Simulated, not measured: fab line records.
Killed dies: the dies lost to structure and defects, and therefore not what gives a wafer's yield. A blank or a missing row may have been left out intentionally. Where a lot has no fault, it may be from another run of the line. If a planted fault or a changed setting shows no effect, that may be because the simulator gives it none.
fab line records	flow rit-cmos
record: lots: 5	wafers: 23
route steps=202 shown NSD@139 PSD@144 SDANNEAL@155 PLDD@159 SILICIDE@162 M1@184
start-h: the number of hours between the record's first day and the start of the first shown wafer of the lot	wait-h: time in hours since the lot's previous step	" unchanged from the row above	L1.1+2: a row that stands for several wafers	- no value present, or no start provided	* or withheld: withheld	< > ~ a bound
route shown NAME@n: a module of which the file shows steps, and the number in the route of the first	usual: mean/standard deviation of fault-free wafers	same: alike in all rows	chamber/n: place in a boat	sites: readings site by site	_std_site: the values' standard deviation	_edge_site: outer sites' mean less inner sites'	radius-mm: how far each site lies from the wafer's centre	mask NAME#n: copy n	behind: tool/chamber where the wafer was last shaped	hold: reason for holding the lot/hours on hold/outcome of the hold	device: names the non-switching transistor (n, p or np)	end of line: tests of these same wafers at the route's end	a step with no rows: only its recipe	killed: count of dies lost to structure and defects at first sort (not the wafer's yield)	map: a wafer's dies, x killed, . not, _ none there
set.NAME: the setting the step ran with; set.NAME@STEP: the setting that earlier step ran with	model.NAME: the simulator's own value behind a step, which no gauge read
one table per step and one row per wafer, for lots whose settings were changed on purpose
== steps ==
step: RIT_NSD_IMPLANT_08
recipe: species: P	energy-kev: 25	dose-cm2: 1e+15	tilt-deg: 7
lot.wafer	tool	chamber	start-h	wait-h	set.energy-kev	model.implant.rp-nm	model.implant.drp-nm
L076.1+3+6	implanter-04	0	57.70	0.1	25	32.47	14.84
L077.1+5	implanter-03	0	61.91	0.1	25	32.6	14.84
L077.2+3+6	"	0	"	"	25.75	33.26	15.1
L081.1+2	implanter-03	0	83.41	0.1	25	32.64	14.84
L081.3+4+6	"	0	"	"	25.7	33.26	15.09
L082.2+4+5	implanter-03	0	88.94	0.1	23.63	30.15	14.34
L082.3+6	"	0	"	"	25	31.32	14.84
L085.1+5	implanter-03	0	105.18	0.1	25	32.26	14.84
L085.3+4+6	"	0	"	"	24.38	31.71	14.61
step: RIT_PSD_SOFTBAKE_02
recipe: resist: NOVOLAK	temp-c: 90	time-s: 60
lot.wafer	tool	chamber	start-h	wait-h	set.temp-c	model.NOVOLAK_of_PSD_COAT_01.thk-nm
L076.1	litho-track-02	0	58.39	0.1	90	1008
L076.3+6	"	0	"	"	90	1006
L077.1	litho-track-02	0	62.59	0.1	91.3	999.8
L077.2	"	0	"	"	90	1006
L077.3	"	0	"	"	91.3	1001
L077.5	"	0	"	"	90	1007
L077.6	"	0	"	"	91.3	1000
L081.1+6	litho-track-01	0	84.09	0.1	90	1003
L081.2	"	0	"	"	90	1002
L081.3	"	0	"	"	88.9	1002
L081.4	"	0	"	"	88.9	1005
L082.2	litho-track-01	0	89.63	0.1	90	996.2
L082.3	"	0	"	"	90	998
L082.4+6	"	0	"	"	88.4	1000
L082.5	"	0	"	"	90	998.7
L085.1	litho-track-02	0	105.86	0.1	90	999.7
L085.3	"	0	"	"	93.4	991
L085.4+6	"	0	"	"	90	1002
L085.5	"	0	"	"	93.4	992.8
step: RIT_PSD_EXPOSE_03
recipe: mask-id: M10	na: 0.57	target-cd-nm: 40900	dose-mj: 250
step: RIT_PSD_PEB_04
recipe: resist: NOVOLAK	temp-c: withheld	time-s: withheld
step: RIT_PSD_DEVELOP_05
recipe: resist: NOVOLAK	develop-time-s: 50	dev-temp-c: 23
lot.wafer	tool	chamber	start-h	wait-h	set.temp-c@PSD_SOFTBAKE_02	model.NOVOLAK_of_PSD_COAT_01.thk-nm
L076.1	litho-track-02	0	-	-	90	1008
L076.3	"	0	"	"	90	1006
L076.6	"	0	"	"	90	1005
L077.1	litho-track-04	0	-	-	91.3	999.5
L077.2+5	"	0	"	"	90	1006
L077.3	"	0	"	"	91.3	1000
L077.6	"	0	"	"	91.3	999.7
L081.1+6	litho-track-01	0	-	-	90	1002
L081.2	"	0	"	"	90	1001
L081.3	"	0	"	"	88.9	1004
L081.4	"	0	"	"	88.9	1008
L082.2	litho-track-01	0	-	-	90	995.8
L082.3	"	0	"	"	90	997.6
L082.4+6	"	0	"	"	88.4	1004
L082.5	"	0	"	"	90	998.4
L085.1	litho-track-02	0	-	-	90	999.4
L085.3	"	0	"	"	93.4	990.7
L085.4+6	"	0	"	"	90	1001
L085.5	"	0	"	"	93.4	992.4
step: RIT_PSD_IMPLANT_08
recipe: species: BF2	energy-kev: 27	dose-cm2: 5e+15	tilt-deg: 7
lot.wafer	tool	chamber	start-h	wait-h	set.energy-kev	model.implant.rp-nm	model.implant.drp-nm
L076.1+3+6	implanter-03	0	59.25	0.1	27	21.78	12.05
L077.1+5+6	implanter-01	0	63.33	0.1	25.38	21.02	11.53
L077.2+3	"	0	"	"	27	22.09	12.05
L081.1+4+6	implanter-04	0	84.95	0.1	28.23	22.97	12.43
L081.2+3	"	0	"	"	27	22.16	12.05
L082.2+3+4+5+6	implanter-01	0	90.49	0.1	27	21.71	12.05
L085.1+3+4+5+6	implanter-01	0	106.73	0.1	27	22.46	12.05
step: RIT_PSD_STRIP_09
recipe: chemistry: O2	time-s: 180	resist: NOVOLAK	platen-temp-c: withheld	power-w: 500	pressure-mtorr: 4000	o2-flow-sccm: 4000
step: RIT_SDANNEAL_CLEAN_02
recipe: chemistry: SC2	mix: 3:3:50	time-s: 600	temp-c: 75	dry: n2-spin
step: RIT_SDANNEAL_RTA_03
recipe: temp-c: 1050	time-s: 5	idle-temp-c: 600	ramp-up-c-per-s: 342	ramp-down-c-per-s: 171	cool-to-c: 600	ambient: N2
step: RIT_SDANNEAL_RS_MEAS_04
recipe: thk-meas-gauge: four-point-probe
usual: PSD_RS: 115.9/0.3
lot.wafer	tool	chamber	start-h	wait-h	set.energy-kev@PSD_IMPLANT_08	PSD_RS[ohm/sq]
L076.1	film-metro-03	-	60.06	0.0	27	115.9
L076.3	"	-	"	"	27	115.8
L076.6	"	-	"	"	27	116.0
L077.1	film-metro-03	-	64.19	0.1	25.38	119.4
L077.2	"	-	"	"	27	115.5
L077.3	"	-	"	"	27	115.9
L077.5	"	-	"	"	25.38	119.2
L077.6	"	-	"	"	25.38	119.5
L081.1	film-metro-01	-	85.76	0.0	28.23	113.3
L081.2	"	-	"	"	27	115.7
L081.3	"	-	"	"	27	116.2
L081.4	"	-	"	"	28.23	113.3
L081.6	"	-	"	"	28.23	113.4
L082.2	film-metro-03	-	91.31	0.1	27	115.8
L082.3	"	-	"	"	27	115.7
L082.4	"	-	"	"	27	115.7
L082.5	"	-	"	"	27	115.7
L082.6	"	-	"	"	27	115.8
L085.1	film-metro-01	-	107.57	0.0	27	116.2
L085.3	"	-	"	"	27	116.4
L085.4	"	-	"	"	27	116.0
L085.5	"	-	"	"	27	116.2
L085.6	"	-	"	"	27	116.3
step: RIT_SDANNEAL_RS_MEAS_06
recipe: thk-meas-gauge: four-point-probe
usual: PLDD_RS: 178.6/0.51
lot.wafer	tool	chamber	start-h	wait-h	set.energy-kev@PLDD_IMPLANT_08	PLDD_RS[ohm/sq]
L076.1	film-metro-03	-	60.30	0.1	20	178.4
L076.3	"	-	"	"	20	178.4
L076.6	"	-	"	"	20	178.4
L077.1	film-metro-03	-	64.43	0.1	19.4	180.6
L077.2	"	-	"	"	20	178.1
L077.3	"	-	"	"	19.4	179.7
L077.5	"	-	"	"	20	177.7
L077.6	"	-	"	"	20	177.5
L081.1	film-metro-01	-	86.00	0.1	18.87	182.8
L081.2	"	-	"	"	20	178.6
L081.3	"	-	"	"	18.87	182.8
L081.4	"	-	"	"	20	179.3
L081.6	"	-	"	"	20	178.6
L082.2	film-metro-03	-	91.55	0.1	19.23	181.2
L082.3	"	-	"	"	19.23	180.4
L082.4	"	-	"	"	20	178.0
L082.5	"	-	"	"	20	178.6
L082.6	"	-	"	"	20	178.9
L085.1	film-metro-01	-	107.81	0.1	19.14	181.4
L085.3	"	-	"	"	20	178.7
L085.4	"	-	"	"	19.14	181.8
L085.5	"	-	"	"	19.14	181.5
L085.6	"	-	"	"	20	178.2
step: RIT_SILICIDE_SPUTTER_01
recipe: material: Ti	target-thk-nm: 30	power-w: 350	chamber-pressure-pa: 0.667	gas: Ar	time-s: 240	substrate-temp-c: 25
lot.wafer	tool	chamber	start-h	wait-h	set.power-w	model.Ti_of_SILICIDE_SPUTTER_01.thk-nm
L076.1	pvd-sputter-03	-	60.55	0.0	350	30.32
L076.3	"	-	"	"	350	29.87
L076.6	"	-	"	"	350	29.88
L077.1	pvd-sputter-03	-	64.69	0.0	350	30.32
L077.2	"	-	"	"	350	30.19
L077.3	"	-	"	"	386.2	33.16
L077.5	"	-	"	"	386.2	33.02
L077.6	"	-	"	"	350	29.92
L081.1	pvd-sputter-03	-	86.26	0.0	350	29.67
L081.2	"	-	"	"	368.4	31.35
L081.3	"	-	"	"	368.4	31.41
L081.4	"	-	"	"	368.4	31.29
L081.6	"	-	"	"	350	29.73
L082.2	pvd-sputter-03	-	91.78	0.0	350	29.87
L082.3+5	"	-	"	"	350	30.18
L082.4	"	-	"	"	350	30.13
L082.6	"	-	"	"	350	29.94
L085.1	pvd-sputter-03	-	108.06	0.0	350	29.54
L085.3	"	-	"	"	350	29.89
L085.4	"	-	"	"	338	28.48
L085.5	"	-	"	"	350	29.41
L085.6	"	-	"	"	338	28.88
step: RIT_SILICIDE_RS_MEAS_02
recipe: thk-meas-gauge: four-point-probe	reads: Ti_of_SILICIDE_SPUTTER_01
usual: SILICIDE_TI_RS: 47.9/0.43
lot.wafer	tool	chamber	start-h	wait-h	set.power-w@SILICIDE_SPUTTER_01	SILICIDE_TI_RS[ohm/sq]
L076.1	film-metro-03	-	60.70	0.1	350	47.1
L076.3	"	-	"	"	350	48.1
L076.6	"	-	"	"	350	48.1
L077.1	film-metro-01	-	64.84	0.1	350	47.3
L077.2	"	-	"	"	350	47.6
L077.3	"	-	"	"	386.2	42.3
L077.5	"	-	"	"	386.2	42.6
L077.6	"	-	"	"	350	48.1
L081.1	film-metro-03	-	86.41	0.1	350	48.4
L081.2	"	-	"	"	368.4	45.3
L081.3	"	-	"	"	368.4	45.2
L081.4	"	-	"	"	368.4	45.3
L081.6	"	-	"	"	350	48.4
L082.2	film-metro-01	-	91.95	0.1	350	48.1
L082.3	"	-	"	"	350	47.6
L082.4	"	-	"	"	350	47.6
L082.5	"	-	"	"	350	47.6
L082.6	"	-	"	"	350	47.9
L085.1	film-metro-02	-	108.21	0.1	350	48.8
L085.3	"	-	"	"	350	48.0
L085.4	"	-	"	"	338	51.1
L085.5	"	-	"	"	350	49.0
L085.6	"	-	"	"	338	50.1
step: RIT_SILICIDE_THK_MEAS_03
recipe: thk-meas-gauge: xrf	reads: Ti_of_SILICIDE_SPUTTER_01
usual: SILICIDE_TI_THK: 29.9/0.36
lot.wafer	tool	chamber	start-h	wait-h	set.power-w@SILICIDE_SPUTTER_01	SILICIDE_TI_THK[nm]
L076.1	film-metro-03	-	60.82	0.1	350	30.1
L076.3	"	-	"	"	350	29.6
L076.6	"	-	"	"	350	29.6
L077.1	film-metro-01	-	64.96	0.1	350	30.4
L077.2	"	-	"	"	350	30.2
L077.3	"	-	"	"	386.2	33.2
L077.5	"	-	"	"	386.2	33.1
L077.6	"	-	"	"	350	30.0
L081.1	film-metro-03	-	86.53	0.1	350	29.3
L081.2	"	-	"	"	368.4	30.9
L081.3	"	-	"	"	368.4	30.9
L081.4	"	-	"	"	368.4	30.9
L081.6	"	-	"	"	350	29.4
L082.2	film-metro-01	-	92.06	0.1	350	29.9
L082.3	"	-	"	"	350	30.2
L082.4	"	-	"	"	350	30.2
L082.5	"	-	"	"	350	30.2
L082.6	"	-	"	"	350	30.0
L085.1	film-metro-02	-	108.33	0.1	350	29.5
L085.3	"	-	"	"	350	29.8
L085.4	"	-	"	"	338	28.5
L085.5	"	-	"	"	350	29.3
L085.6	"	-	"	"	338	28.9
step: RIT_M1_SPUTTER_00
recipe: material: Al	target-thk-nm: 400	power-w: 2000	chamber-pressure-pa: 0.4	gas: Ar	time-s: 500	substrate-temp-c: 25
lot.wafer	tool	chamber	start-h	wait-h	set.time-s	model.Al_of_M1_SPUTTER_00.thk-nm
L076.1	pvd-sputter-04	-	63.30	0.0	500	394.7
L076.3	"	-	"	"	500	399.8
L076.6	"	-	"	"	500	396.7
L077.1	pvd-sputter-02	-	67.62	0.0	500	397.6
L077.2	"	-	"	"	500	394.6
L077.3	"	-	"	"	500	395.8
L077.5	"	-	"	"	453.8	361
L077.6	"	-	"	"	453.8	357.5
L081.1	pvd-sputter-02	-	89.00	0.0	500	393
L081.2	"	-	"	"	500	392.1
L081.3	"	-	"	"	500	392.3
L081.4	"	-	"	"	500	393.9
L081.6	"	-	"	"	500	392
L082.2	pvd-sputter-02	-	94.76	0.0	500	391.3
L082.3	"	-	"	"	500	387.3
L082.4	"	-	"	"	500	393.3
L082.5	"	-	"	"	500	392.8
L082.6	"	-	"	"	500	394.3
L085.1	pvd-sputter-02	-	110.92	0.0	500	399
L085.3	"	-	"	"	521	416.5
L085.4	"	-	"	"	500	399.8
L085.5	"	-	"	"	521	416.7
L085.6	"	-	"	"	521	417.5
step: RIT_M1_RS_MEAS_01
recipe: thk-meas-gauge: four-point-probe	reads: Al_of_M1_SPUTTER_00
usual: M1_AL_RS: 0.0739/0.00075
lot.wafer	tool	chamber	start-h	wait-h	set.time-s@M1_SPUTTER_00	M1_AL_RS[ohm/sq]
L076.1	film-metro-03	-	63.59	0.1	500	0.0741
L076.3	"	-	"	"	500	0.0734
L076.6	"	-	"	"	500	0.0738
L077.1	film-metro-01	-	67.91	0.1	500	0.0739
L077.2	"	-	"	"	500	0.0745
L077.3	"	-	"	"	500	0.0742
L077.5	"	-	"	"	453.8	0.0817
L077.6	"	-	"	"	453.8	0.0823
L081.1	film-metro-01	-	89.29	0.1	500	0.0748
L081.2	"	-	"	"	500	0.0749
L081.3	"	-	"	"	500	0.0750
L081.4	"	-	"	"	500	0.0746
L081.6	"	-	"	"	500	0.0751
L082.2	film-metro-01	-	95.07	0.2	500	0.0751
L082.3	"	-	"	"	500	0.0759
L082.4	"	-	"	"	500	0.0748
L082.5	"	-	"	"	500	0.0748
L082.6	"	-	"	"	500	0.0745
L085.1	film-metro-04	-	111.21	0.1	500	0.0736
L085.3	"	-	"	"	521	0.0705
L085.4	"	-	"	"	500	0.0734
L085.5	"	-	"	"	521	0.0704
L085.6	"	-	"	"	521	0.0703
step: RIT_M1_THK_MEAS_02
recipe: thk-meas-gauge: xrf	reads: Al_of_M1_SPUTTER_00
usual: M1_AL_THK: 401/4
lot.wafer	tool	chamber	start-h	wait-h	set.time-s@M1_SPUTTER_00	M1_AL_THK[nm]
L076.1	film-metro-03	-	63.71	0.1	500	395
L076.3	"	-	"	"	500	401
L076.6	"	-	"	"	500	398
L077.1	film-metro-01	-	68.03	0.1	500	403
L077.2	"	-	"	"	500	398
L077.3	"	-	"	"	500	399
L077.5	"	-	"	"	453.8	367
L077.6	"	-	"	"	453.8	361
L081.1	film-metro-01	-	89.41	0.1	500	398
L081.2	"	-	"	"	500	397
L081.3	"	-	"	"	500	398
L081.4	"	-	"	"	500	400
L081.6	"	-	"	"	500	397
L082.2	film-metro-01	-	95.18	0.1	500	398
L082.3	"	-	"	"	500	393
L082.4	"	-	"	"	500	398
L082.5	"	-	"	"	500	399
L082.6	"	-	"	"	500	399
L085.1	film-metro-04	-	111.33	0.1	500	400
L085.3	"	-	"	"	521	418
L085.4	"	-	"	"	500	402
L085.5	"	-	"	"	521	417
L085.6	"	-	"	"	521	419
step: RIT_M1_EXPOSE_06
recipe: mask-id: M12	na: 0.6	source-shape: conventional	sigma-outer: 0.5	target-cd-nm: 2600	dose-mj: 250
lot.wafer	tool	chamber	start-h	wait-h	mask	set.dose-mj
L076.1+3+6	iline-stepper-02	0	64.35	0.2	M12#0	250
L077.1+2+6	iline-stepper-02	0	68.63	0.1	M12#0	250
L077.3+5	"	0	"	"	M12#0	265.7
L081.1+4	iline-stepper-02	0	89.92	0.1	M12#0	256.8
L081.2+3+6	"	0	"	"	M12#0	250
L082.2+5	iline-stepper-02	0	95.70	0.1	M12#0	250
L082.3+4+6	"	0	"	"	M12#0	258.7
L085.1+3+4+5+6	iline-stepper-02	0	111.97	0.2	M12#0	250
step: RIT_M1_PEB_07
recipe: resist: NOVOLAK	temp-c: withheld	time-s: withheld
step: RIT_M1_DEVELOP_08
recipe: resist: NOVOLAK	develop-time-s: 68	dev-temp-c: 24.07
lot.wafer	tool	chamber	start-h	wait-h	set.dose-mj@M1_EXPOSE_06	model.M1.cd-nm
L076.1	litho-track-04	0	-	-	250	2600
L076.3	"	0	"	"	250	2604
L076.6	"	0	"	"	250	2605
L077.1+2+6	litho-track-03	0	-	-	250	2603
L077.3	"	0	"	"	265.7	2585
L077.5	"	0	"	"	265.7	2586
L081.1	litho-track-04	0	-	-	256.8	2594
L081.2	"	0	"	"	250	2599
L081.3	"	0	"	"	250	2598
L081.4	"	0	"	"	256.8	2593
L081.6	"	0	"	"	250	2597
L082.2	litho-track-03	0	-	-	250	2601
L082.3+6	"	0	"	"	258.7	2593
L082.4	"	0	"	"	258.7	2594
L082.5	"	0	"	"	250	2602
L085.1	litho-track-04	0	-	-	250	2601
L085.3+5	"	0	"	"	250	2600
L085.4+6	"	0	"	"	250	2599
step: RIT_M1_CD_MEAS_09
recipe: target-cd-nm: 2600
usual: cd-nm: 2600.7/1.9
lot.wafer	tool	chamber	start-h	wait-h	set.dose-mj@M1_EXPOSE_06	cd-nm
L076.1	cd-sem-02	-	64.78	-	250	2600.3
L076.3	"	-	"	"	250	2603.4
L076.6	"	-	"	"	250	2605.3
L077.1	cd-sem-01	-	69.10	-	250	2602.7
L077.2	"	-	"	"	250	2602.2
L077.3	"	-	"	"	265.7	2585.1
L077.5	"	-	"	"	265.7	2586.5
L077.6	"	-	"	"	250	2602.4
L081.1	cd-sem-01	-	90.35	-	256.8	2594.3
L081.2	"	-	"	"	250	2599.4
L081.3	"	-	"	"	250	2598.2
L081.4	"	-	"	"	256.8	2593.5
L081.6	"	-	"	"	250	2596.6
L082.2	cd-sem-01	-	96.13	-	250	2600.8
L082.3	"	-	"	"	258.7	2592.9
L082.4	"	-	"	"	258.7	2594.0
L082.5	"	-	"	"	250	2601.8
L082.6	"	-	"	"	258.7	2593.6
L085.1	cd-sem-01	-	112.40	-	250	2600.5
L085.3	"	-	"	"	250	2599.6
L085.4	"	-	"	"	250	2598.8
L085.5	"	-	"	"	250	2600.4
L085.6	"	-	"	"	250	2599.3
step: RIT_M1_HARDBAKE_11
recipe: resist: NOVOLAK	temp-c: 140	time-s: 120
step: RIT_M1_METAL_ETCH_12
recipe: stop-on: SiO2	chemistry: Cl2/BCl3	target: Al	time-s: 165	over-etch-frac: 0.5	pressure-mtorr: 100	target-depth-a: 6000	rf-w: 250	Cl2_flow_sccm: 60	bcl3-flow-sccm: 50
usual: oes-product-au: 0.768/0.0084
lot.wafer	tool	chamber	start-h	wait-h	set.time-s@M1_SPUTTER_00	oes-product-au
L076.1	rie-metal-02	1	65.18	0.2	500	0.770
L076.3	"	1	"	"	500	0.772
L076.6	"	1	"	"	500	0.767
L077.1	rie-metal-01	0	69.50	0.2	500	0.780
L077.2	"	1	"	"	500	0.754
L077.3	"	1	"	"	500	0.759
L077.5	"	1	"	"	453.8	0.720
L077.6	"	0	"	"	453.8	0.727
L081.1	rie-metal-03	0	90.76	0.2	500	0.762
L081.2	"	0	"	"	500	0.759
L081.3	"	0	"	"	500	0.764
L081.4	"	0	"	"	500	0.767
L081.6	"	0	"	"	500	0.765
L082.2	rie-metal-02	0	96.52	0.2	500	0.759
L082.3	"	0	"	"	500	0.753
L082.4	"	1	"	"	500	0.761
L082.5	"	1	"	"	500	0.770
L082.6	"	0	"	"	500	0.763
L085.1	rie-metal-02	0	112.80	0.2	500	0.765
L085.3	"	1	"	"	521	0.801
L085.4	"	0	"	"	500	0.770
L085.5	"	1	"	"	521	0.795
L085.6	"	0	"	"	521	0.782
step: RIT_M1_STRIP_13
recipe: chemistry: nmp	resist: NOVOLAK	temp-c: 80	time-s: 600	dry: n2-spin
step: RIT_M1_STRIP_14
recipe: chemistry: O2	time-s: 180	platen-temp-c: withheld	power-w: 500	pressure-mtorr: 4000	o2-flow-sccm: 4000
step: RIT_M1_CD_MEAS_90
recipe: target-cd-nm: 2600
usual: cd-nm: 2601/3.6
lot.wafer	tool	chamber	start-h	wait-h	set.dose-mj@M1_EXPOSE_06	cd-nm
L076.1	cd-sem-02	-	65.70	0.1	250	2602
L076.3	"	-	"	"	250	2606
L076.6	"	-	"	"	250	2607
L077.1	cd-sem-01	-	70.02	0.1	250	2603
L077.2	"	-	"	"	250	2601
L077.3	"	-	"	"	265.7	2584
L077.5	"	-	"	"	265.7	2585
L077.6	"	-	"	"	250	2602
L081.1	cd-sem-02	-	91.44	0.1	256.8	2597
L081.2	"	-	"	"	250	2602
L081.3	"	-	"	"	250	2601
L081.4	"	-	"	"	256.8	2596
L081.6	"	-	"	"	250	2600
L082.2	cd-sem-02	-	97.07	0.1	250	2604
L082.3	"	-	"	"	258.7	2597
L082.4	"	-	"	"	258.7	2597
L082.5	"	-	"	"	250	2605
L082.6	"	-	"	"	258.7	2597
L085.1	cd-sem-02	-	113.32	0.1	250	2604
L085.3	"	-	"	"	250	2604
L085.4	"	-	"	"	250	2602
L085.5	"	-	"	"	250	2603
L085.6	"	-	"	"	250	2603
== key ==
split: step: RIT_NSD_IMPLANT_08	setting: energy-kev	stated: 25	by: wafer
response: step: RIT_NSD_IMPLANT_08	reading: model.implant.rp-nm	change: +0.216	per: 1%	r: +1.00
response: step: RIT_NSD_IMPLANT_08	reading: model.implant.drp-nm	change: +0.09	per: 1%	r: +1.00
split: step: RIT_PSD_SOFTBAKE_02	setting: temp-c	stated: 90	by: wafer
response: step: RIT_PSD_SOFTBAKE_02	reading: model.NOVOLAK_of_PSD_COAT_01.thk-nm	change: -2.36	per: 1%	r: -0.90
response: step: RIT_PSD_DEVELOP_05	reading: model.NOVOLAK_of_PSD_COAT_01.thk-nm	change: -2.9	per: 1%	r: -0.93
split: step: RIT_PSD_IMPLANT_08	setting: energy-kev	stated: 27	by: wafer
response: step: RIT_PSD_IMPLANT_08	reading: model.implant.rp-nm	change: +0.178	per: 1%	r: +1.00
response: step: RIT_PSD_IMPLANT_08	reading: model.implant.drp-nm	change: +0.0851	per: 1%	r: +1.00
response: step: RIT_SDANNEAL_RS_MEAS_04	reading: PSD_RS	change: -0.601	per: 1%	r: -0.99
split: step: RIT_SILICIDE_SPUTTER_01	setting: power-w	stated: 350	by: wafer
response: step: RIT_SILICIDE_SPUTTER_01	reading: model.Ti_of_SILICIDE_SPUTTER_01.thk-nm	change: +0.289	per: 1%	r: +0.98
response: step: RIT_SILICIDE_RS_MEAS_02	reading: SILICIDE_TI_RS	change: -0.527	per: 1%	r: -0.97
response: step: RIT_SILICIDE_THK_MEAS_03	reading: SILICIDE_TI_THK	change: +0.282	per: 1%	r: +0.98
split: step: RIT_M1_SPUTTER_00	setting: time-s	stated: 500	by: wafer
response: step: RIT_M1_SPUTTER_00	reading: model.Al_of_M1_SPUTTER_00.thk-nm	change: +4.01	per: 1%	r: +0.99
response: step: RIT_M1_RS_MEAS_01	reading: M1_AL_RS	change: -0.00082	per: 1%	r: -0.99
response: step: RIT_M1_THK_MEAS_02	reading: M1_AL_THK	change: +3.92	per: 1%	r: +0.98
response: step: RIT_M1_METAL_ETCH_12	reading: oes-product-au	change: +0.00467	per: 1%	r: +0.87
split: step: RIT_M1_EXPOSE_06	setting: dose-mj	stated: 250	by: wafer
response: step: RIT_M1_DEVELOP_08	reading: model.M1.cd-nm	change: -2.46	per: 1%	r: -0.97
response: step: RIT_M1_CD_MEAS_09	reading: cd-nm	change: -2.43	per: 1%	r: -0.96
response: step: RIT_M1_CD_MEAS_90	reading: cd-nm	change: -2.53	per: 1%	r: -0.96
split outside-this-file step=RIT_PLDD_IMPLANT_08 setting=energy-kev
split outside-this-file: this setting was split too, and the file shows its column; the key of that split is in another file
